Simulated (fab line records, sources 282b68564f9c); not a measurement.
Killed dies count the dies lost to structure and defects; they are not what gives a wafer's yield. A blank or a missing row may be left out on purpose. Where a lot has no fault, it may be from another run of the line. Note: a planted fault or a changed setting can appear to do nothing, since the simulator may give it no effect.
fab line records    flow ritCmos    part 1 of 2: steps 1 to 32 of 33
record lots=5  wafers=23
route steps=202 shown ACTIVE@7 FOX1@20 PWELL@41 PRETRO@65 GATE@89 NLDD@104 M1@202
startH: hours from the record's first day to the start of the lot's first wafer shown    waitH: how many hours have passed since the lot's step before this one    " as in the row above    L1.1+2: a single row standing in for several wafers    - no value, or no start given    * or withheld: withheld    < > ~ a bound
route shown NAME@n: names a module that has steps shown in the file, with the first one's number in the route    usual: mean/standard deviation taken from wafers without a fault    same: alike in all rows    chamber/n: place in a boat    sites: per-site readings    _std_site: standard deviation across them    _edge_site: the outer-site mean with the inner-site mean subtracted    radiusMm: how far each site lies from the wafer's centre    mask NAME#n: copy n    behind: the tool/chamber that last shaped the wafer    hold: reason for holding the lot/hours on hold/outcome of the hold    device: the transistor (n, p or np) that didn't switch    end of line: the same wafers' tests at the end of the route    where a step has no rows: the recipe by itself    killed: at the first sort, the dies lost to defects and structure; wafer yield is something else    map: dies across one wafer; x = killed, . = not, _ = none there
set.NAME: setting as actually run; set.NAME@STEP: the setting as run at that earlier step    model.NAME: the simulator's own value behind a step, which no gauge read
one table per step and one row per wafer, for lots whose settings were changed on purpose
## steps
# step RIT_ACTIVE_COAT_06
# recipe resist=NOVOLAK  spinRpm=3250  resistThkNm=1000
lot.wafer       tool           chamber  startH  waitH  set.spinRpm
L075.1+6        lithoTrack-01  0        20.57   0.1    3250
L075.2+3+5      "              0        "       "      3361
L078.1+2+4+5+6  lithoTrack-03  0        34.56   0.1    3250
L081.2+3+4+5+6  lithoTrack-03  0        50.15   0.1    3250
L084.2+3+5      lithoTrack-01  0        63.77   0.1    3250
L085.1+2+3+5+6  lithoTrack-03  0        68.95   0.1    3250
# step RIT_ACTIVE_SOFTBAKE_07
# recipe resist=NOVOLAK  tempC=90  timeS=60
lot.wafer       tool           chamber  startH  waitH  set.tempC
L075.1+2+6      lithoTrack-01  0        20.72   0.1    93.24
L075.3+5        "              0        "       "      90
L078.1+2+4+5+6  lithoTrack-03  0        34.71   0.1    90
L081.2+3        lithoTrack-03  0        50.30   0.1    90
L081.4+5+6      "              0        "       "      93.01
L084.2+3+5      lithoTrack-01  0        63.91   0.1    90
L085.1+5+6      lithoTrack-03  0        69.10   0.1    90
L085.2+3        "              0        "       "      86.86
# step RIT_ACTIVE_EXPOSE_08
# recipe maskId=M1  na=0.6  sourceShape=conventional  sigmaOuter=0.6  targetCdNm=1400  doseMj=230.5
# step RIT_ACTIVE_PEB_09
# recipe resist=NOVOLAK  tempC=withheld  timeS=withheld
# step RIT_ACTIVE_DEVELOP_10
# recipe resist=NOVOLAK  developTimeS=50  devTempC=23
lot.wafer  tool           chamber  startH  waitH  set.spinRpm@ACTIVE_COAT_06  set.tempC@ACTIVE_SOFTBAKE_07  model.NOVOLAK_of_ACTIVE_COAT_06.thkNm
L075.1     lithoTrack-03  0        -       -      3250                        93.24                         985.2
L075.2     "              0        "       "      3361                        93.24                         968.3
L075.3     "              0        "       "      3361                        90                            978.4
L075.5     "              0        "       "      3361                        90                            977.1
L075.6     "              0        "       "      3250                        93.24                         985.9
L078.1     lithoTrack-03  0        -       -      3250                        90                            996
L078.2     "              0        "       "      3250                        90                            992.2
L078.4     "              0        "       "      3250                        90                            996.8
L078.5+6   "              0        "       "      3250                        90                            994.8
L081.2     lithoTrack-01  0        -       -      3250                        90                            996.7
L081.3     "              0        "       "      3250                        90                            997.2
L081.4     "              0        "       "      3250                        93.01                         987.6
L081.5     "              0        "       "      3250                        93.01                         985.9
L081.6     "              0        "       "      3250                        93.01                         986.3
L084.2     lithoTrack-01  0        -       -      3250                        90                            994.7
L084.3     "              0        "       "      3250                        90                            996.3
L084.5     "              0        "       "      3250                        90                            994.8
L085.1     lithoTrack-04  0        -       -      3250                        90                            999.5
L085.2     "              0        "       "      3250                        86.86                         1009
L085.3     "              0        "       "      3250                        86.86                         1011
L085.5     "              0        "       "      3250                        90                            1002
L085.6     "              0        "       "      3250                        90                            1001
# step RIT_FOX1_OXIDATION_00
# recipe tempC=1100  ambient=H2O  targetThkA=3507  pH2oTorr=720  oxTimeS=1130
lot.wafer  tool        chamber  startH  waitH  set.tempC  model.SiO2_of_FOX1_OXIDATION_00.thkNm
L075.1     -           -        -       0.0    1114       377
L075.2     "           -        "       "      1114       373
L075.3     "           -        "       "      1114       372.6
L075.5     "           -        "       "      1114       375.6
L075.6     "           -        "       "      1114       378.1
L078.1     -           -        -       0.0    1086       335.6
L078.2     "           -        "       "      1086       334.9
L078.4     "           -        "       "      1086       333.1
L078.5     "           -        "       "      1086       329.6
L078.6     "           -        "       "      1086       332.1
L081.2     -           -        -       0.1    1100       361.4
L081.3     "           -        "       "      1100       355.5
L081.4     "           -        "       "      1100       356.3
L081.5     "           -        "       "      1100       357.3
L081.6     "           -        "       "      1100       355.1
L084.2     furnace-01  0        66.05   0.4    1100       357.5
L084.3     "           0        "       "      1100       358.7
L084.5     "           0        "       "      1100       354.7
L085.1     -           -        -       0.7    1100       352.6
L085.2     "           -        "       "      1100       346
L085.3     "           -        "       "      1100       347.5
L085.5     "           -        "       "      1100       352.1
L085.6     "           -        "       "      1100       350.3
# step RIT_FOX1_THK_MEAS_01
# recipe reads=SiO2_of_FOX1_OXIDATION_00
# usual FOX1_OXIDE_THK=354/3.8
lot.wafer  tool          chamber  startH  waitH  set.tempC@FOX1_OXIDATION_00  FOX1_OXIDE_THK[nm]
L075.1     filmMetro-01  -        -       -      1114                         377
L075.2     "             -        "       "      1114                         373
L075.3     "             -        "       "      1114                         372
L075.5     "             -        "       "      1114                         375
L075.6     "             -        "       "      1114                         378
L078.1     filmMetro-01  -        -       -      1086                         336
L078.2     "             -        "       "      1086                         335
L078.4     "             -        "       "      1086                         333
L078.5     "             -        "       "      1086                         330
L078.6     "             -        "       "      1086                         332
L081.2     filmMetro-04  -        -       -      1100                         361
L081.3     "             -        "       "      1100                         356
L081.4     "             -        "       "      1100                         356
L081.5     "             -        "       "      1100                         357
L081.6     "             -        "       "      1100                         355
L084.2     filmMetro-01  -        67.37   0.0    1100                         357
L084.3     "             -        "       "      1100                         359
L084.5     "             -        "       "      1100                         355
L085.1     filmMetro-04  -        -       -      1100                         353
L085.2     "             -        "       "      1100                         346
L085.3     "             -        "       "      1100                         348
L085.5     "             -        "       "      1100                         352
L085.6     "             -        "       "      1100                         350
# step RIT_PWELL_SOFTBAKE_02
# recipe resist=NOVOLAK  tempC=90  timeS=60
lot.wafer       tool           chamber  startH  waitH  set.tempC
L075.1+2+3+5+6  lithoTrack-04  0        28.02   0.1    90
L078.1+6        lithoTrack-01  0        42.24   0.1    90
L078.2+4+5      "              0        "       "      88.69
L081.2+3+6      lithoTrack-02  0        57.91   0.1    88.42
L081.4+5        "              0        "       "      90
L084.2+3+5      lithoTrack-01  0        71.97   0.1    90
L085.1+2+3      lithoTrack-01  0        77.23   0.1    86.33
L085.5+6        "              0        "       "      90
# step RIT_PWELL_EXPOSE_03
# recipe maskId=M3  na=0.57  targetCdNm=43700  doseMj=250
# step RIT_PWELL_PEB_04
# recipe resist=NOVOLAK  tempC=withheld  timeS=withheld
# step RIT_PWELL_DEVELOP_05
# recipe resist=NOVOLAK  developTimeS=68  devTempC=23
lot.wafer  tool           chamber  startH  waitH  set.tempC@PWELL_SOFTBAKE_02  model.NOVOLAK_of_PWELL_COAT_01.thkNm
L075.1     lithoTrack-01  0        -       -      90                           1295
L075.2     "              0        "       "      90                           1296
L075.3     "              0        "       "      90                           1297
L075.5     "              0        "       "      90                           1299
L075.6     "              0        "       "      90                           1301
L078.1     lithoTrack-04  0        -       -      90                           1295
L078.2     "              0        "       "      88.69                        1300
L078.4     "              0        "       "      88.69                        1297
L078.5     "              0        "       "      88.69                        1299
L078.6     "              0        "       "      90                           1292
L081.2+6   lithoTrack-04  0        -       -      88.42                        1309
L081.3     "              0        "       "      88.42                        1307
L081.4     "              0        "       "      90                           1304
L081.5     "              0        "       "      90                           1302
L084.2     lithoTrack-02  0        -       -      90                           1303
L084.3     "              0        "       "      90                           1304
L084.5     "              0        "       "      90                           1298
L085.1     lithoTrack-02  0        -       -      86.33                        1312
L085.2+3   "              0        "       "      86.33                        1310
L085.5     "              0        "       "      90                           1301
L085.6     "              0        "       "      90                           1296
# step RIT_PWELL_IMPLANT_08
# recipe species=B  energyKev=170  doseCm2=7e+13  tiltDeg=7
lot.wafer       tool          chamber  startH  waitH  set.energyKev  model.implant.rpNm  model.implant.drpNm
L075.1+3+5      implanter-04  0        29.02   0.2    179.1          487.1               104.3
L075.2+6        "             0        "       "      170            467.8               102.9
L078.1+2+6      implanter-01  0        43.23   0.2    159.8          467.6               100.6
L078.4+5        "             0        "       "      170            489.8               102.9
L081.2+4+6      implanter-04  0        58.78   0.2    177.3          514.3               104
L081.3+5        "             0        "       "      170            497.9               102.9
L084.2+3+5      implanter-02  0        72.83   0.2    170            464.1               102.9
L085.1+2+3+5+6  implanter-02  0        78.23   0.2    170            472.4               102.9
# step RIT_PRETRO_COAT_01
# recipe resist=NOVOLAK  spinRpm=2000  resistThkNm=1300
lot.wafer  tool           chamber  startH  waitH  set.spinRpm  model.NOVOLAK_of_PRETRO_COAT_01.thkNm
L075.1     lithoTrack-01  0        37.28   0.1    2129         1251
L075.2+5   "              0        "       "      2000         1295
L075.3     "              0        "       "      2129         1254
L075.6     "              0        "       "      2129         1252
L078.1     lithoTrack-04  0        52.14   0.1    2000         1298
L078.2     "              0        "       "      1873         1342
L078.4     "              0        "       "      2000         1301
L078.5     "              0        "       "      2000         1299
L078.6     "              0        "       "      1873         1343
L081.2     lithoTrack-04  0        66.29   0.1    1941         1324
L081.3     "              0        "       "      1941         1322
L081.4     "              0        "       "      2000         1302
L081.5     "              0        "       "      2000         1305
L081.6     "              0        "       "      2000         1304
L084.2     lithoTrack-04  0        81.49   0.1    2000         1304
L084.3     "              0        "       "      2000         1299
L084.5     "              0        "       "      2000         1301
L085.1     lithoTrack-03  0        87.24   0.1    2121         1268
L085.2     "              0        "       "      2000         1304
L085.3     "              0        "       "      2121         1266
L085.5     "              0        "       "      2121         1265
L085.6     "              0        "       "      2000         1306
# step RIT_PRETRO_SOFTBAKE_02
# recipe resist=NOVOLAK  tempC=90  timeS=61.8
# step RIT_PRETRO_EXPOSE_03
# recipe maskId=M5  na=0.57  targetCdNm=43700  doseMj=250
# step RIT_PRETRO_DEVELOP_05
# recipe resist=NOVOLAK  developTimeS=68  devTempC=23
# step RIT_PRETRO_HARDBAKE_07
# recipe resist=NOVOLAK  tempC=140  timeS=120
lot.wafer  tool           chamber  startH  waitH  set.spinRpm@PRETRO_COAT_01  model.NOVOLAK_of_PRETRO_COAT_01.thkNm
L075.1     lithoTrack-01  0        38.05   0.0    2129                        1095
L075.2+5   "              0        "       "      2000                        1133
L075.3     "              0        "       "      2129                        1097
L075.6     "              0        "       "      2129                        1096
L078.1+5   lithoTrack-01  0        52.90   0.0    2000                        1136
L078.2     "              0        "       "      1873                        1173
L078.4     "              0        "       "      2000                        1138
L078.6     "              0        "       "      1873                        1174
L081.2     lithoTrack-01  0        67.27   0.1    1941                        1157
L081.3     "              0        "       "      1941                        1156
L081.4     "              0        "       "      2000                        1139
L081.5     "              0        "       "      2000                        1141
L081.6     "              0        "       "      2000                        1140
L084.2     lithoTrack-03  0        82.45   0.1    2000                        1140
L084.3     "              0        "       "      2000                        1136
L084.5     "              0        "       "      2000                        1137
L085.1     lithoTrack-03  0        88.13   0.0    2121                        1109
L085.2     "              0        "       "      2000                        1140
L085.3     "              0        "       "      2121                        1108
L085.5     "              0        "       "      2121                        1107
L085.6     "              0        "       "      2000                        1142
# step RIT_PRETRO_IMPLANT_08
# recipe species=B  energyKev=45  doseCm2=1.2e+13  tiltDeg=7
lot.wafer   tool          chamber  startH  waitH  set.energyKev  model.implant.rpNm  model.implant.drpNm
L075.1+2+6  implanter-03  0        38.30   0.2    45             143.3               55.07
L075.3+5    "             0        "       "      47.23          150                 56.66
L078.1+4+6  implanter-01  0        53.15   0.2    45             143                 55.07
L078.2+5    "             0        "       "      43.54          138.6               54
L081.2+3+6  implanter-01  0        67.51   0.2    46.61          145.4               56.23
L081.4+5    "             0        "       "      45             140.6               55.07
L084.2+3+5  implanter-04  0        82.68   0.2    45             145.5               55.07
L085.1+5+6  implanter-01  0        88.38   0.2    43.96          142.7               54.31
L085.2+3    "             0        "       "      45             145.9               55.07
# step RIT_GATE_EXPOSE_13
# recipe maskId=M6  na=0.6  sourceShape=conventional  sigmaOuter=0.6  targetCdNm=150  doseMj=380
lot.wafer       tool             chamber  startH  waitH  mask  set.doseMj
L075.1+5        ilineStepper-01  0        46.76   0.3    M6#0  356
L075.2+3+6      "                0        "       "      M6#0  380
L078.1+2+4+5+6  ilineStepper-01  0        59.48   0.1    M6#0  380
L081.2+4+5      ilineStepper-02  0        72.62   0.2    M6#0  388.7
L081.3+6        "                0        "       "      M6#0  380
L084.2+3+5      ilineStepper-02  0        87.54   0.2    M6#0  380
L085.1+3        ilineStepper-01  0        94.79   0.2    M6#0  394.9
L085.2+5+6      "                0        "       "      M6#0  380
# step RIT_GATE_PEB_14
# recipe resist=NOVOLAK  tempC=withheld  timeS=withheld
# step RIT_GATE_DEVELOP_15
# recipe resist=NOVOLAK  developTimeS=50  devTempC=23
# step RIT_GATE_CD_MEAS_16
# recipe targetCdNm=150
# usual cdNm=150.3/2.7
lot.wafer  tool      chamber  startH  waitH  set.doseMj@GATE_EXPOSE_13  cdNm
L075.1     cdSem-01  -        47.24   -      356                        188.9
L075.2     "         -        "       "      380                        154.1
L075.3     "         -        "       "      380                        156.5
L075.5     "         -        "       "      356                        191.5
L075.6     "         -        "       "      380                        151.5
L078.1     cdSem-01  -        59.88   -      380                        148.8
L078.2     "         -        "       "      380                        149.6
L078.4     "         -        "       "      380                        150.2
L078.5     "         -        "       "      380                        150.1
L078.6     "         -        "       "      380                        148.6
L081.2     cdSem-02  -        73.10   -      388.7                      139.0
L081.3     "         -        "       "      380                        150.9
L081.4     "         -        "       "      388.7                      140.8
L081.5     "         -        "       "      388.7                      138.2
L081.6     "         -        "       "      380                        152.8
L084.2     cdSem-01  -        87.94   -      380                        153.8
L084.3     "         -        "       "      380                        153.4
L084.5     "         -        "       "      380                        153.8
L085.1     cdSem-01  -        95.19   -      394.9                      131.1
L085.2     "         -        "       "      380                        152.0
L085.3     "         -        "       "      394.9                      128.8
L085.5     "         -        "       "      380                        152.3
L085.6     "         -        "       "      380                        151.8
# step RIT_GATE_HARDBAKE_18
# recipe resist=NOVOLAK  tempC=140  timeS=60
# step RIT_GATE_ETCH_19
# recipe chemistry=SF6/CHF3/O2  timeS=165  SF6_flow_sccm=30  CHF3_flow_sccm=30  O2_flow_sccm=5  target=poly-Si  pressureMtorr=40  rfW=160  targetDepthA=3125  overEtchFrac=0.25  stopOn=SiO2
lot.wafer  tool      chamber  startH  waitH  set.doseMj@GATE_EXPOSE_13  model.GATE.cdNm
L075.1     rieSi-02  3        47.67   0.1    356                        188.8
L075.2     "         2        "       "      380                        154.2
L075.3     "         1        "       "      380                        156.7
L075.5     "         1        "       "      356                        190.9
L075.6     "         0        "       "      380                        151.5
L078.1     rieSi-01  3        60.18   0.1    380                        148.6
L078.2     "         1        "       "      380                        149.1
L078.4     "         2        "       "      380                        150
L078.5     "         2        "       "      380                        150.7
L078.6     "         1        "       "      380                        148.5
L081.2     rieSi-02  3        73.38   0.1    388.7                      139
L081.3     "         0        "       "      380                        150.9
L081.4     "         2        "       "      388.7                      141
L081.5     "         1        "       "      388.7                      138.4
L081.6     "         0        "       "      380                        152.7
L084.2+5   rieSi-01  0        88.23   0.1    380                        153.8
L084.3     "         1        "       "      380                        153.3
L085.1     rieSi-02  1        95.50   0.1    394.9                      131
L085.2     "         2        "       "      380                        151.7
L085.3     "         3        "       "      394.9                      128.8
L085.5     "         1        "       "      380                        152.1
L085.6     "         2        "       "      380                        151.8
# step RIT_GATE_STRIP_20
# recipe chemistry=O2  timeS=180  resist=NOVOLAK  platenTempC=withheld  powerW=500  pressureMtorr=4000  o2FlowSccm=3817
# step RIT_GATE_CD_MEAS_90
# recipe targetCdNm=150
# usual cdNm=150.2/2.7
lot.wafer  tool      chamber  startH  waitH  set.doseMj@GATE_EXPOSE_13  cdNm
L075.1     cdSem-01  -        47.95   0.1    356                        189.1
L075.2     "         -        "       "      380                        154.2
L075.3     "         -        "       "      380                        156.7
L075.5     "         -        "       "      356                        190.9
L075.6     "         -        "       "      380                        151.6
L078.1     cdSem-01  -        60.54   0.2    380                        148.0
L078.2     "         -        "       "      380                        149.4
L078.4     "         -        "       "      380                        150.2
L078.5     "         -        "       "      380                        151.0
L078.6     "         -        "       "      380                        148.6
L081.2     cdSem-01  -        73.69   0.1    388.7                      139.3
L081.3     "         -        "       "      380                        151.1
L081.4     "         -        "       "      388.7                      141.0
L081.5     "         -        "       "      388.7                      138.5
L081.6     "         -        "       "      380                        152.8
L084.2     cdSem-02  -        88.53   0.1    380                        153.9
L084.3     "         -        "       "      380                        153.2
L084.5     "         -        "       "      380                        154.1
L085.1     cdSem-01  -        95.78   0.1    394.9                      131.2
L085.2     "         -        "       "      380                        151.8
L085.3     "         -        "       "      394.9                      128.9
L085.5     "         -        "       "      380                        152.2
L085.6     "         -        "       "      380                        151.6
# step RIT_NLDD_COAT_01
# recipe resist=NOVOLAK  spinRpm=3250  resistThkNm=1000
lot.wafer  tool           chamber  startH  waitH  set.spinRpm  model.NOVOLAK_of_NLDD_COAT_01.thkNm
L075.1     lithoTrack-01  0        51.33   0.1    3250         999.2
L075.2     "              0        "       "      3423         973.4
L075.3     "              0        "       "      3423         973.3
L075.5+6   "              0        "       "      3250         1003
L078.1     lithoTrack-02  0        65.54   0.1    3250         998.1
L078.2     "              0        "       "      3332         985.2
L078.4     "              0        "       "      3332         984.6
L078.5     "              0        "       "      3250         997.5
L078.6     "              0        "       "      3332         986.1
L081.2     lithoTrack-02  0        78.79   0.1    3250         1005
L081.3     "              0        "       "      3098         1026
L081.4+6   "              0        "       "      3098         1028
L081.5     "              0        "       "      3250         1004
L084.2     lithoTrack-02  0        91.90   0.1    3250         997.7
L084.3     "              0        "       "      3250         997
L084.5     "              0        "       "      3250         999.5
L085.1     lithoTrack-04  0        99.86   0.1    3250         1002
L085.2     "              0        "       "      3043         1036
L085.3     "              0        "       "      3250         1000
L085.5     "              0        "       "      3043         1039
L085.6     "              0        "       "      3250         998.5
# step RIT_NLDD_SOFTBAKE_02
# recipe resist=NOVOLAK  tempC=90  timeS=60
lot.wafer  tool           chamber  startH  waitH  set.tempC  set.spinRpm@NLDD_COAT_01  model.NOVOLAK_of_NLDD_COAT_01.thkNm
L075.1     lithoTrack-01  0        51.48   0.1    90         3250                      999.2
L075.2     "              0        "       "      90         3423                      973.4
L075.3     "              0        "       "      90         3423                      973.3
L075.5+6   "              0        "       "      86.81      3250                      1003
L078.1     lithoTrack-02  0        65.69   0.1    90         3250                      998.1
L078.2     "              0        "       "      92.48      3332                      978.7
L078.4     "              0        "       "      90         3332                      984.6
L078.5     "              0        "       "      92.48      3250                      990.9
L078.6     "              0        "       "      92.48      3332                      979.5
L081.2     lithoTrack-02  0        78.94   0.1    91.89      3250                      1000
L081.3     "              0        "       "      90         3098                      1026
L081.4+6   "              0        "       "      91.89      3098                      1022
L081.5     "              0        "       "      90         3250                      1004
L084.2     lithoTrack-02  0        92.05   0.1    90         3250                      997.7
L084.3     "              0        "       "      90         3250                      997
L084.5     "              0        "       "      90         3250                      999.5
L085.1     lithoTrack-04  0        100.01  0.1    93.18      3250                      993.8
L085.2     "              0        "       "      93.18      3043                      1027
L085.3     "              0        "       "      93.18      3250                      992
L085.5     "              0        "       "      90         3043                      1039
L085.6     "              0        "       "      90         3250                      998.5
# step RIT_NLDD_EXPOSE_03
# recipe maskId=M7  na=0.57  targetCdNm=40700  doseMj=250
# step RIT_NLDD_PEB_04
# recipe resist=NOVOLAK  tempC=withheld  timeS=withheld
# step RIT_NLDD_DEVELOP_05
# recipe resist=NOVOLAK  developTimeS=50  devTempC=23
lot.wafer  tool           chamber  startH  waitH  set.spinRpm@NLDD_COAT_01  model.NOVOLAK_of_NLDD_COAT_01.thkNm
L075.1     lithoTrack-02  0        -       -      3250                      998.8
L075.2     "              0        "       "      3423                      973
L075.3     "              0        "       "      3423                      972.9
L075.5+6   "              0        "       "      3250                      1012
L078.1     lithoTrack-01  0        -       -      3250                      997.8
L078.2     "              0        "       "      3332                      978.3
L078.4     "              0        "       "      3332                      984.3
L078.5     "              0        "       "      3250                      990.5
L078.6     "              0        "       "      3332                      979.2
L081.2     lithoTrack-02  0        -       -      3250                      1000
L081.3     "              0        "       "      3098                      1026
L081.4+6   "              0        "       "      3098                      1022
L081.5     "              0        "       "      3250                      1003
L084.2     lithoTrack-01  0        -       -      3250                      997.3
L084.3     "              0        "       "      3250                      996.7
L084.5     "              0        "       "      3250                      999.2
L085.1     lithoTrack-02  0        -       -      3250                      993.4
L085.2     "              0        "       "      3043                      1027
L085.3     "              0        "       "      3250                      991.6
L085.5     "              0        "       "      3043                      1039
L085.6     "              0        "       "      3250                      998.2
# step RIT_NLDD_HARDBAKE_07
# recipe resist=NOVOLAK  tempC=140  timeS=60
lot.wafer  tool           chamber  startH  waitH  set.spinRpm@NLDD_COAT_01  model.NOVOLAK_of_NLDD_COAT_01.thkNm
L075.1     lithoTrack-01  0        52.19   0.0    3250                      883
L075.2+3   "              0        "       "      3423                      860.4
L075.5     "              0        "       "      3250                      886.6
L075.6     "              0        "       "      3250                      886.5
L078.1     lithoTrack-01  0        66.40   0.0    3250                      882.2
L078.2     "              0        "       "      3332                      870.8
L078.4     "              0        "       "      3332                      870.3
L078.5     "              0        "       "      3250                      881.6
L078.6     "              0        "       "      3332                      871.6
L081.2     lithoTrack-01  0        79.65   0.0    3250                      888.6
L081.3     "              0        "       "      3098                      906.6
L081.4     "              0        "       "      3098                      907.8
L081.5     "              0        "       "      3250                      887
L081.6     "              0        "       "      3098                      908
L084.2     lithoTrack-02  0        92.69   0.1    3250                      881.7
L084.3     "              0        "       "      3250                      881.2
L084.5     "              0        "       "      3250                      883.4
L085.1     lithoTrack-02  0        100.76  0.0    3250                      885.8
L085.2     "              0        "       "      3043                      915.3
L085.3     "              0        "       "      3250                      884.2
L085.5     "              0        "       "      3043                      918.2
L085.6     "              0        "       "      3250                      882.5
## key
split step=RIT_ACTIVE_COAT_06  setting=spinRpm  stated=3250  by=wafer
response step=RIT_ACTIVE_DEVELOP_10  reading=model.NOVOLAK_of_ACTIVE_COAT_06.thkNm  slope=-5.17  per=1%  togetherWith=tempC@ACTIVE_SOFTBAKE_07  explained=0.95
split step=RIT_ACTIVE_SOFTBAKE_07  setting=tempC  stated=90  by=wafer
response step=RIT_ACTIVE_DEVELOP_10  reading=model.NOVOLAK_of_ACTIVE_COAT_06.thkNm  slope=-2.81  per=1%  togetherWith=spinRpm@ACTIVE_COAT_06  explained=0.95
split step=RIT_FOX1_OXIDATION_00  setting=tempC  stated=1100  by=lot
response step=RIT_FOX1_OXIDATION_00  reading=model.SiO2_of_FOX1_OXIDATION_00.thkNm  change=+16.6  per=1%  r=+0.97
response step=RIT_FOX1_THK_MEAS_01  reading=FOX1_OXIDE_THK  change=+16.5  per=1%  r=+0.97
split step=RIT_PWELL_SOFTBAKE_02  setting=tempC  stated=90  by=wafer
response step=RIT_PWELL_DEVELOP_05  reading=model.NOVOLAK_of_PWELL_COAT_01.thkNm  change=-2.97  per=1%  r=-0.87
split step=RIT_PWELL_IMPLANT_08  setting=energyKev  stated=170  by=wafer
response step=RIT_PWELL_IMPLANT_08  reading=model.implant.rpNm  change=+3.69  per=1%  r=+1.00
response step=RIT_PWELL_IMPLANT_08  reading=model.implant.drpNm  change=+0.319  per=1%  r=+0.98
split step=RIT_PRETRO_COAT_01  setting=spinRpm  stated=2000  by=wafer
response step=RIT_PRETRO_COAT_01  reading=model.NOVOLAK_of_PRETRO_COAT_01.thkNm  change=-6.58  per=1%  r=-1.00
response step=RIT_PRETRO_HARDBAKE_07  reading=model.NOVOLAK_of_PRETRO_COAT_01.thkNm  change=-5.67  per=1%  r=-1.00
split step=RIT_PRETRO_IMPLANT_08  setting=energyKev  stated=45  by=wafer
response step=RIT_PRETRO_IMPLANT_08  reading=model.implant.rpNm  change=+1.35  per=1%  r=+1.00
response step=RIT_PRETRO_IMPLANT_08  reading=model.implant.drpNm  change=+0.324  per=1%  r=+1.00
split step=RIT_GATE_EXPOSE_13  setting=doseMj  stated=380  by=wafer
response step=RIT_GATE_CD_MEAS_16  reading=cdNm  change=-5.68  per=1%  r=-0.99
response step=RIT_GATE_ETCH_19  reading=model.GATE.cdNm  change=-5.62  per=1%  r=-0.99
response step=RIT_GATE_CD_MEAS_90  reading=cdNm  change=-5.62  per=1%  r=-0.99
response step=RIT_M1_PROBE_99  reading=model.etest.nmos_0p15.driveUaUm  change=+19.2  per=1%  r=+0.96
response step=RIT_M1_PROBE_99  reading=model.etest.pmos_0p15.driveUaUm  change=+12.3  per=1%  r=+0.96
response step=RIT_M1_PROBE_99  reading=model.etest.npolyLine.lineOhmUm  change=+8.73  per=1%  r=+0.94
response step=RIT_M1_PROBE_99  reading=model.etest.ppolyLine.lineOhmUm  change=+8.24  per=1%  r=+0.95
response step=RIT_M1_PROBE_99  reading=model.etest.nmosTurned.driveUaUm  change=+7.79  per=1%  r=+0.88
split step=RIT_NLDD_COAT_01  setting=spinRpm  stated=3250  by=wafer
response step=RIT_NLDD_COAT_01  reading=model.NOVOLAK_of_NLDD_COAT_01.thkNm  change=-5.42  per=1%  r=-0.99
response step=RIT_NLDD_SOFTBAKE_02  reading=model.NOVOLAK_of_NLDD_COAT_01.thkNm  change=-5.48  per=1%  r=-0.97
response step=RIT_NLDD_DEVELOP_05  reading=model.NOVOLAK_of_NLDD_COAT_01.thkNm  change=-5.8  per=1%  r=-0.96
response step=RIT_NLDD_HARDBAKE_07  reading=model.NOVOLAK_of_NLDD_COAT_01.thkNm  change=-4.74  per=1%  r=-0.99
split step=RIT_NLDD_SOFTBAKE_02  setting=tempC  stated=90  by=wafer
response none clear
